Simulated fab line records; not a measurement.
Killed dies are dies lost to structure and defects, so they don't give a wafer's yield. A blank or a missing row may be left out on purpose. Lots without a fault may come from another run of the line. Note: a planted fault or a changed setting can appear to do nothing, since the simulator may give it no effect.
A single fault, viewed from 2 desks ; flow berkeley_cmos170 ; each desk has only its own numbers; what lay behind them comes last

THE METROLOGY DESK
What the gauges read for every lot (on any tool): the sampled wafers with a number, averaged. A lot is out of limits, marked OUT, if its mean lies more than 4 standard deviations from the usual mean; the brackets give that distance.
Columns: A = SILICIDE_TI_RS at UCB170_SILICIDE_RS_MEAS_02, usual 26.2 ohm/sq; B = V2_OVL at UCB170_V2_OVL_MEAS_13, usual -7 nm
lot;first seen here;A;B
L738;day 7 04:04;25.7;-17
L739;day 7 07:37;26.3;-7
L742;day 7 16:35;26.2;-7
L744;day 8 05:21;25.7;-10
L743;day 8 05:40;26.4;-8
L746;day 8 16:02;26.2;-4
L747;day 8 21:32;26.2;-9
L752;day 10 00:25;26.4;-9
L753;day 10 01:38;26.7;-10
L755;day 10 12:41;26.3;-9
L757;day 11 04:32;26.2;-5
L758;day 11 14:46;26.3;-7
L759;day 11 15:03;25.7;-12
L760;day 11 15:12;26.5;-5
Finding of this desk: none of the 14 lots has anything out of limits.

TOOL OWNER'S DESK, rie_metal-03
The tool's own readings at UCB170_M2_METAL_ETCH_18 (etches Al in Cl2/BCl3, stops on SiO2, target depth 1170 nm, time 195 s): means of the sampled wafers that have a number, for each lot that ran on this tool. A lot is out of limits, marked OUT, if its mean lies more than 4 standard deviations from the usual mean; the brackets give that distance.
Columns: A = drypump_motor_current_A at UCB170_M2_METAL_ETCH_18, usual 5.9 A; B = oes_product_au at UCB170_M2_METAL_ETCH_18, usual 0.847 a.u.; C = throttle_valve_pct at UCB170_M2_METAL_ETCH_18, usual 24.28 %
lot;first seen here;A;B;C
L739;day 8 03:36;6.2;0.842;24.35
L742;day 8 08:19;6.1;0.843;24.35
L743;day 8 22:43;6.2;0.855;24.34
L746;day 9 10:47;6.1;0.838;24.33
L757;day 11 20:58;6.2;0.840;24.35
L758;day 12 07:58;6.2;0.835;24.35
L760;day 12 08:35;6.2;0.836;24.35
Finding of this desk: none of the 7 lots has anything out of limits.

TAKEN TOGETHER
From the metrology desk's view, nothing was out of limits.
The tool owner's desk saw nothing out of limits.

WHAT WAS PUT IN BY THE SIMULATOR
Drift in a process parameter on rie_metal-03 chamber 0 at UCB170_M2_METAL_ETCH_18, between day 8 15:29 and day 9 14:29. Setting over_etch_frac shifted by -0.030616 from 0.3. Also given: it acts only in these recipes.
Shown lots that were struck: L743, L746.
